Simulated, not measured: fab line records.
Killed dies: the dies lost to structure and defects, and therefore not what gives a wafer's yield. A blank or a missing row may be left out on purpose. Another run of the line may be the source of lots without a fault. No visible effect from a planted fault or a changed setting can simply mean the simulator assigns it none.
fab line records ; flow berkeley_cmos170
[record] lots = 7; wafers = 21; last_day = 12
route steps=331 shown PVT@123 GATE@125 FIELD@126
lots untouched by any fault: they come from a run of this same line in which no faults occurred
start_h: hours from the record's opening day to when the first of the lot's shown wafers began ; wait_h: time in hours since the lot's previous step ; " identical to the entry in the row above ; L1.1+2: a single row standing in for several wafers ; - either no value or no given start ; * or withheld: withheld ; < > ~ a bound
route shown NAME@n: NAME is a module with steps in the file, n the number in the route of the first one ; usual: mean/standard deviation taken from wafers without a fault ; same: alike in all rows ; chamber/n: place in a boat ; sites: readings site by site ; _std_site: how widely they spread, as a standard deviation ; _edge_site: inner sites' mean taken away from outer sites' mean ; radius_mm: how far each site lies from the wafer's centre ; mask NAME#n: copy n ; behind: the last tool/chamber to shape the wafer ; hold: why the lot was held/for how many hours/how that ended ; device: the transistor (n, p or np) that didn't switch ; end of line: the same wafers' tests at the end of the route ; for a step that has no rows: nothing shown but its recipe ; killed: the dies lost at the first sort to structure and to defects; this is not the yield of the wafer ; map: shows each die of a wafer: x if killed, . if not, _ if none is there
set.NAME: the run value of the setting; set.NAME@STEP: its run value at that earlier step ; model.NAME: the simulator's own value behind a step, which no gauge read
lots at selected steps of the route; one table per step, one row per wafer
services: the hour from which a tool's chamber was out of use, counted from the record's first day as start_h (under 0 if before that day), plus the number of hours and why
[[steps]]
[step UCB170_PVT_STRIP_08]
[recipe] chemistry = O2; power_w = 400; pressure_mtorr = 3500; platen_temp_c = withheld; o2_flow_sccm = 400; overash_fraction = 0.5
[usual] drypump_motor_current_A = 5.6/0.54; oes_product_au = 0.734/0.0051; strip_time_to_endpoint_s = 21.63/0.062
lot.wafer;tool;chamber;start_h;wait_h;drypump_motor_current_A;oes_product_au;rf_hours_counter_h;strip_time_to_endpoint_s
L637.1;plasma_asher-04;0;142.94;0.1;5.0;0.733;36;21.62
L637.3;plasma_asher-04;1;142.94;0.1;5.4;0.734;-;21.65
L637.4;plasma_asher-04;0;142.94;0.1;5.0;0.742;-;21.64
L639.2;plasma_asher-02;0;144.27;0.1;6.1;0.742;43;21.67
L639.3;plasma_asher-02;1;144.27;0.1;6.0;0.737;-;21.64
L639.5;plasma_asher-02;1;144.27;0.1;6.0;0.723;-;21.68
L640.1;plasma_asher-04;0;144.54;0.1;5.0;0.736;37;21.68
L640.2;plasma_asher-04;1;144.54;0.1;5.4;0.746;37;21.69
L640.5;plasma_asher-04;0;144.54;0.1;5.0;0.737;-;21.64
L643.3;plasma_asher-03;0;171.69;0.1;6.6;0.732;-;21.64
L643.4;plasma_asher-03;1;171.69;0.1;4.9;0.736;-;21.66
L643.5;plasma_asher-03;0;171.69;0.1;6.6;0.744;-;21.64
L650.1;plasma_asher-02;1;205.84;0.1;6.0;0.736;50;21.55
L650.4;plasma_asher-02;0;205.84;0.1;6.1;0.737;-;21.63
L650.5;plasma_asher-02;0;205.84;0.1;6.1;0.725;-;21.67
L659.3;plasma_asher-04;1;232.15;0.1;5.4;0.738;-;21.70
L659.4;plasma_asher-04;0;232.15;0.1;5.0;0.730;-;21.76
L659.5;plasma_asher-04;0;232.15;0.1;5.1;0.735;-;21.74
L657.1;plasma_asher-02;1;233.25;0.1;6.0;0.735;53;21.67
L657.2;plasma_asher-02;0;233.25;0.1;6.1;0.738;53;21.55
L657.5;plasma_asher-02;1;233.25;0.1;6.0;0.728;-;21.63
[step UCB170_PVT_TW_MEAS_09]
[usual] PVT_TW = 509/4
lot.wafer;tool;chamber;start_h;wait_h;PVT_TW
L637.1;film_metro-02;-;143.04;0.1;509
L637.3;film_metro-02;-;143.04;0.1;514
L637.4;film_metro-02;-;143.04;0.1;509
L639.2;film_metro-02;-;144.38;0.1;511
L639.3;film_metro-02;-;144.38;0.1;512
L639.5;film_metro-02;-;144.38;0.1;510
L640.1;film_metro-02;-;144.64;0.1;512
L640.2;film_metro-02;-;144.64;0.1;510
L640.5;film_metro-02;-;144.64;0.1;510
L643.3;film_metro-02;-;171.78;0.1;511
L643.4;film_metro-02;-;171.78;0.1;513
L643.5;film_metro-02;-;171.78;0.1;512
L650.1;film_metro-02;-;205.94;0.1;511
L650.4;film_metro-02;-;205.94;0.1;514
L650.5;film_metro-02;-;205.94;0.1;509
L659.3;film_metro-02;-;232.24;0.1;512
L659.4;film_metro-02;-;232.24;0.1;511
L659.5;film_metro-02;-;232.24;0.1;512
L657.1;film_metro-03;-;233.35;0.1;504
L657.2;film_metro-03;-;233.35;0.1;501
L657.5;film_metro-03;-;233.35;0.1;506
[step UCB170_GATE_WET_ETCH_00]
[recipe] chemistry = dHF; dilution = 25:1; target = SiO2; temp_c = 25; time_s = 200
[step UCB170_FIELD_THK_MEAS_91]
[recipe] reads = SiO2_of_FIELD_OXIDATION_01
[usual] FIELD_OXIDE_LEFT_2_THK = 351/9.3
lot.wafer;tool;chamber;start_h;wait_h;FIELD_OXIDE_LEFT_2_THK[nm]
L637.1;film_metro-01;-;143.71;0.0;358
L637.3;film_metro-01;-;143.71;0.0;342
L637.4;film_metro-01;-;143.71;0.0;346
L639.2;film_metro-01;-;144.74;0.0;344
L639.3;film_metro-01;-;144.74;0.0;337
L639.5;film_metro-01;-;144.74;0.0;344
L640.1;film_metro-02;-;144.88;0.0;329
L640.2;film_metro-02;-;144.88;0.0;346
L640.5;film_metro-02;-;144.88;0.0;344
L643.3;film_metro-01;-;171.91;0.0;361
L643.4;film_metro-01;-;171.91;0.0;352
L643.5;film_metro-01;-;171.91;0.0;345
L650.1;film_metro-01;-;206.06;0.0;379
L650.4;film_metro-01;-;206.06;0.0;370
L650.5;film_metro-01;-;206.06;0.0;368
L659.3;film_metro-01;-;232.37;0.0;344
L659.4;film_metro-01;-;232.37;0.0;350
L659.5;film_metro-01;-;232.37;0.0;341
L657.1;film_metro-01;-;233.47;0.0;353
L657.2;film_metro-01;-;233.47;0.0;356
L657.5;film_metro-01;-;233.47;0.0;348
[step UCB170_GATE_OXIDATION_01]
[recipe] temp_c = 850; ambient = O2; target_thk_a = 66; ox_time_s = 1800
[step UCB170_GATE_THK_MEAS_02]
[recipe] reads = SiO2_of_GATE_OXIDATION_01
[usual] GATE_OXIDE_THK = 6.61/0.14
lot.wafer;tool;chamber;start_h;wait_h;GATE_OXIDE_THK[nm]
L637.1;film_metro-04;-;151.00;0.0;6.37
L637.3;film_metro-04;-;151.00;0.0;6.33
L637.4;film_metro-04;-;151.00;0.0;6.46
L639.2;film_metro-02;-;151.01;0.0;6.53
L639.3;film_metro-02;-;151.01;0.0;6.41
L639.5;film_metro-02;-;151.01;0.0;6.52
L640.1;film_metro-04;-;151.06;0.1;6.43
L640.2;film_metro-04;-;151.06;0.1;6.43
L640.5;film_metro-04;-;151.06;0.1;6.37
L643.3;film_metro-02;-;176.13;0.1;6.60
L643.4;film_metro-02;-;176.13;0.1;6.67
L643.5;film_metro-02;-;176.13;0.1;6.53
L650.1;film_metro-02;-;212.23;0.0;6.52
L650.4;film_metro-02;-;212.23;0.0;6.38
L650.5;film_metro-02;-;212.23;0.0;6.54
L659.3;film_metro-04;-;237.63;0.0;6.76
L659.4;film_metro-04;-;237.63;0.0;6.78
L659.5;film_metro-04;-;237.63;0.0;6.78
L657.1;film_metro-02;-;237.70;0.1;6.66
L657.2;film_metro-02;-;237.70;0.1;6.62
L657.5;film_metro-02;-;237.70;0.1;6.79
[step UCB170_GATE_ANNEAL_03]
[recipe] temp_c = 900; time_s = 1800; ambient = N2
[step UCB170_GATE_CVD_04]
[recipe] material = poly-Si; temp_c = 610; precursor = SiH4; time_s = 1440; pressure_mtorr = 375; target_thk_nm = 214; sih4_flow_sccm = 120
[step UCB170_GATE_THK_MEAS_05]
[recipe] reads = poly-Si_of_GATE_CVD_04
[usual] GATE_POLY_THK = 214.0/2.5
lot.wafer;tool;chamber;start_h;wait_h;GATE_POLY_THK[nm]
L639.2;film_metro-04;-;159.49;0.0;215.3
L639.3;film_metro-04;-;159.49;0.0;214.4
L639.5;film_metro-04;-;159.49;0.0;215.1
L637.1;film_metro-04;-;159.54;0.1;214.7
L637.3;film_metro-04;-;159.54;0.1;213.5
L637.4;film_metro-04;-;159.54;0.1;213.6
L640.1;film_metro-02;-;159.60;0.1;212.0
L640.2;film_metro-02;-;159.60;0.1;211.3
L640.5;film_metro-02;-;159.60;0.1;210.0
L643.3;film_metro-01;-;184.22;0.0;210.0
L643.4;film_metro-01;-;184.22;0.0;209.3
L643.5;film_metro-01;-;184.22;0.0;211.5
L650.1;film_metro-02;-;221.15;0.0;219.2
L650.4;film_metro-02;-;221.15;0.0;220.7
L650.5;film_metro-02;-;221.15;0.0;220.0
L659.3;film_metro-02;-;247.01;0.0;212.0
L659.4;film_metro-02;-;247.01;0.0;211.5
L659.5;film_metro-02;-;247.01;0.0;212.2
L657.1;film_metro-02;-;247.05;0.1;217.7
L657.2;film_metro-02;-;247.05;0.1;215.7
L657.5;film_metro-02;-;247.05;0.1;215.4
[step UCB170_GATE_COAT_06]
[recipe] resist = BARC; temp_c = withheld; time_s = withheld; spin_rpm = 3000; resist_thk_nm = withheld
[step UCB170_GATE_COAT_07]
[recipe] resist = KrF; spin_rpm = 1500; resist_thk_nm = 900
[step UCB170_GATE_SOFTBAKE_08]
[recipe] resist = KrF; temp_c = 130; time_s = 60
[step UCB170_GATE_EXPOSE_09]
[recipe] mask_id = POLY; target_cd_nm = 350; na = 0.5; sigma_outer = 0.6; source_shape = conventional; dose_mj = 21
[usual] stage_vel_mm_s = 499.98/0.26
lot.wafer;tool;chamber;start_h;wait_h;mask;stage_vel_mm_s;model.GATE.overlay_x_nm
L639.2;krf_scanner-02;0;160.01;-;POLY#0;500.26;3.94
L639.3;krf_scanner-02;0;160.01;-;POLY#0;500.25;3.94
L639.5;krf_scanner-02;0;160.01;-;POLY#0;500.45;3.94
L637.1;krf_scanner-02;0;160.65;-;POLY#0;500.28;41.36
L637.3;krf_scanner-02;0;160.65;-;POLY#0;500.09;41.36
L637.4;krf_scanner-02;0;160.65;-;POLY#0;499.92;41.36
L640.1;krf_scanner-02;0;160.76;-;POLY#0;500.18;26.54
L640.2;krf_scanner-02;0;160.76;-;POLY#0;499.97;26.54
L640.5;krf_scanner-02;0;160.76;-;POLY#0;499.66;26.54
L643.3;krf_scanner-02;0;184.99;-;POLY#0;499.99;36.17
L643.4;krf_scanner-02;0;184.99;-;POLY#0;500.04;36.17
L643.5;krf_scanner-02;0;184.99;-;POLY#0;500.20;36.17
L650.1;krf_scanner-01;0;221.93;-;POLY#0;500.19;7.323
L650.4;krf_scanner-01;0;221.93;-;POLY#0;500.05;7.323
L650.5;krf_scanner-01;0;221.93;-;POLY#0;499.97;7.323
L659.3;krf_scanner-01;0;247.83;-;POLY#0;499.67;5.16
L659.4;krf_scanner-01;0;247.83;-;POLY#0;499.75;5.16
L659.5;krf_scanner-01;0;247.83;-;POLY#0;499.27;5.16
L657.1;krf_scanner-01;0;248.48;-;POLY#0;500.02;1.272
L657.2;krf_scanner-01;0;248.48;-;POLY#0;500.26;1.272
L657.5;krf_scanner-01;0;248.48;-;POLY#0;500.20;1.272
[step UCB170_GATE_PEB_10]
[recipe] peb_temp_c = 130; peb_time_s = withheld; resist = KrF
[step UCB170_GATE_DEVELOP_11]
[recipe] developer = TMAH; develop_time_s = 45; resist = KrF; dev_temp_c = 21
[step UCB170_GATE_CD_MEAS_12]
[recipe] target_cd_nm = 350
[usual] cd_nm = 349.9/1.5
lot.wafer;tool;chamber;start_h;wait_h;cd_nm
L639.2;cd_sem-02;-;160.58;-;350.3
L639.3;cd_sem-02;-;160.58;-;349.4
L639.5;cd_sem-02;-;160.58;-;349.5
L637.1;cd_sem-01;-;161.04;-;350.7
L637.3;cd_sem-01;-;161.04;-;350.5
L637.4;cd_sem-01;-;161.04;-;349.9
L640.1;cd_sem-02;-;161.22;-;350.2
L640.2;cd_sem-02;-;161.22;-;348.7
L640.5;cd_sem-02;-;161.22;-;350.5
L643.3;cd_sem-02;-;185.38;-;351.3
L643.4;cd_sem-02;-;185.38;-;350.1
L643.5;cd_sem-02;-;185.38;-;349.4
L650.1;cd_sem-01;-;222.51;-;348.8
L650.4;cd_sem-01;-;222.51;-;348.6
L650.5;cd_sem-01;-;222.51;-;348.1
L659.3;cd_sem-01;-;248.33;-;352.5
L659.4;cd_sem-01;-;248.33;-;352.2
L659.5;cd_sem-01;-;248.33;-;351.3
L657.1;cd_sem-01;-;248.91;-;352.3
L657.2;cd_sem-01;-;248.91;-;350.9
L657.5;cd_sem-01;-;248.91;-;352.3
[step UCB170_GATE_OVL_MEAS_13]
[usual] GATE_OVL = 2/5.1
lot.wafer;tool;chamber;start_h;wait_h;GATE_OVL[nm]
L639.2;overlay-01;-;160.68;0.1;-6
L639.3;overlay-01;-;160.68;0.1;3
L639.5;overlay-01;-;160.68;0.1;-3
L637.1;overlay-01;-;161.16;0.1;29
L637.3;overlay-01;-;161.16;0.1;36
L637.4;overlay-01;-;161.16;0.1;33
L640.1;overlay-01;-;161.34;0.1;25
L640.2;overlay-01;-;161.34;0.1;28
L640.5;overlay-01;-;161.34;0.1;24
L643.3;overlay-02;-;185.47;0.1;33
L643.4;overlay-02;-;185.47;0.1;27
L643.5;overlay-02;-;185.47;0.1;26
L650.1;overlay-01;-;222.63;0.1;8
L650.4;overlay-01;-;222.63;0.1;10
L650.5;overlay-01;-;222.63;0.1;17
L659.3;overlay-02;-;248.42;0.1;8
L659.4;overlay-02;-;248.42;0.1;8
L659.5;overlay-02;-;248.42;0.1;5
L657.1;overlay-02;-;249.03;0.1;-4
L657.2;overlay-02;-;249.03;0.1;3
L657.5;overlay-02;-;249.03;0.1;5
[step UCB170_GATE_ETCH_14]
[recipe] chemistry = N2/H2; target_depth_a = withheld; overetch_a = withheld; target = BARC; time_s = withheld; source_w = 500; bias_w = 100; pressure_mtorr = 30; n2_flow_sccm = 100; h2_flow_sccm = 200
[usual] drypump_motor_current_A = 5.8/0.52; oes_product_au = 1.000/0.027; throttle_valve_pct = 13.34/0.24
lot.wafer;tool;chamber;start_h;wait_h;drypump_motor_current_A;oes_product_au;throttle_valve_pct
L639.2;rie_diel-01;3;160.71;0.0;6.6;1.005;13.09
L639.3;rie_diel-01;2;160.71;0.0;5.7;0.985;13.57
L639.5;rie_diel-01;0;160.71;0.0;6.3;1.027;13.41
L637.1;rie_diel-02;1;161.19;0.0;5.6;0.974;13.10
L637.3;rie_diel-02;3;161.19;0.0;6.3;0.991;12.72
L637.4;rie_diel-02;1;161.19;0.0;5.6;0.979;13.11
L640.1;rie_diel-01;2;161.38;0.0;5.6;0.968;13.59
L640.2;rie_diel-01;1;161.38;0.0;5.6;1.052;13.38
L640.5;rie_diel-01;3;161.38;0.0;6.6;0.991;13.10
L643.3;rie_diel-01;2;185.50;0.0;5.7;0.982;13.56
L643.4;rie_diel-01;1;185.50;0.0;5.6;1.067;13.36
L643.5;rie_diel-01;2;185.50;0.0;5.7;0.986;13.58
L650.1;rie_diel-02;0;222.66;0.0;5.0;0.961;13.55
L650.4;rie_diel-02;2;222.66;0.0;6.6;0.973;13.33
L650.5;rie_diel-02;1;222.66;0.0;5.6;0.960;13.12
L659.3;rie_diel-02;0;248.44;0.0;5.1;0.962;13.56
L659.4;rie_diel-02;1;248.44;0.0;5.6;0.974;13.11
L659.5;rie_diel-02;0;248.44;0.0;5.0;0.962;13.55
L657.1;rie_diel-03;0;249.07;0.0;6.2;0.991;13.32
L657.2;rie_diel-03;3;249.07;0.0;5.0;1.016;13.67
L657.5;rie_diel-03;1;249.07;0.0;5.6;0.992;13.08
[[services]]
tool;chamber;start_h;hours;kind
rie_diel-03;0;122.94;2.6;repair
plasma_asher-04;-;130.90;2.4;repair
plasma_asher-04;-;132.44;2.7;repair
krf_scanner-01;-;133.80;2.3;repair
rie_diel-02;2;135.53;74.5;repair
krf_scanner-01;-;147.72;1.0;pm
krf_scanner-01;-;150.04;3.6;pm
krf_scanner-01;-;161.08;2.3;repair
krf_scanner-02;-;164.30;0.5;repair
rie_diel-03;3;169.51;9.2;repair
krf_scanner-02;-;170.01;1.0;pm
krf_scanner-02;-;192.92;3.6;pm
krf_scanner-01;-;196.47;0.8;pm
rie_diel-03;0;207.36;-;clean
rie_diel-03;0;207.36;25.1;scheduled_down
rie_diel-03;0;207.36;25.1;vent_cycle
plasma_asher-03;-;220.08;10.9;repair
rie_diel-02;3;224.27;23.5;repair
krf_scanner-02;-;224.59;1.9;repair
rie_diel-01;-;233.71;0.8;repair
rie_diel-03;1;240.39;8.1;repair
krf_scanner-02;-;245.51;1.2;repair
krf_scanner-02;-;248.88;1.3;pm
[[key]]
[first_sign] step = UCB170_GATE_OVL_MEAS_13; reading = GATE_OVL; direction = up; sigmas = 5.3; usual = 2; struck = 29
effect none on later readings
[model_effect] step = UCB170_GATE_EXPOSE_09; value = GATE.overlay_x_nm; without = 7.671; struck = 34.69
met_at UCB170_GATE_EXPOSE_09
struck_wafers L637.1,L637.3,L637.4,L640.1,L640.2,L640.5,L643.3,L643.4,L643.5
sort_left_out L637.1,L637.3,L637.4
tester_left_out L637,L640,L643
[fault] kind = scanner_matching_overlay; tool = krf_scanner-02; chamber = -; onset_h = 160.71; steps = UCB170_GATE_EXPOSE_09; offset = 27.017
// tester_left_out: of these lots the tester's yield and bins aren't shown, on N5 and GAA mostly nor the transistor test; their killed dies are dies lost to structure and defects alone, not to doping, threshold or leakage, so they don't give the yield
// sort_left_out: the simulated sort isn't trusted on such a fault, so these wafers' sort isn't shown, and their yield isn't known
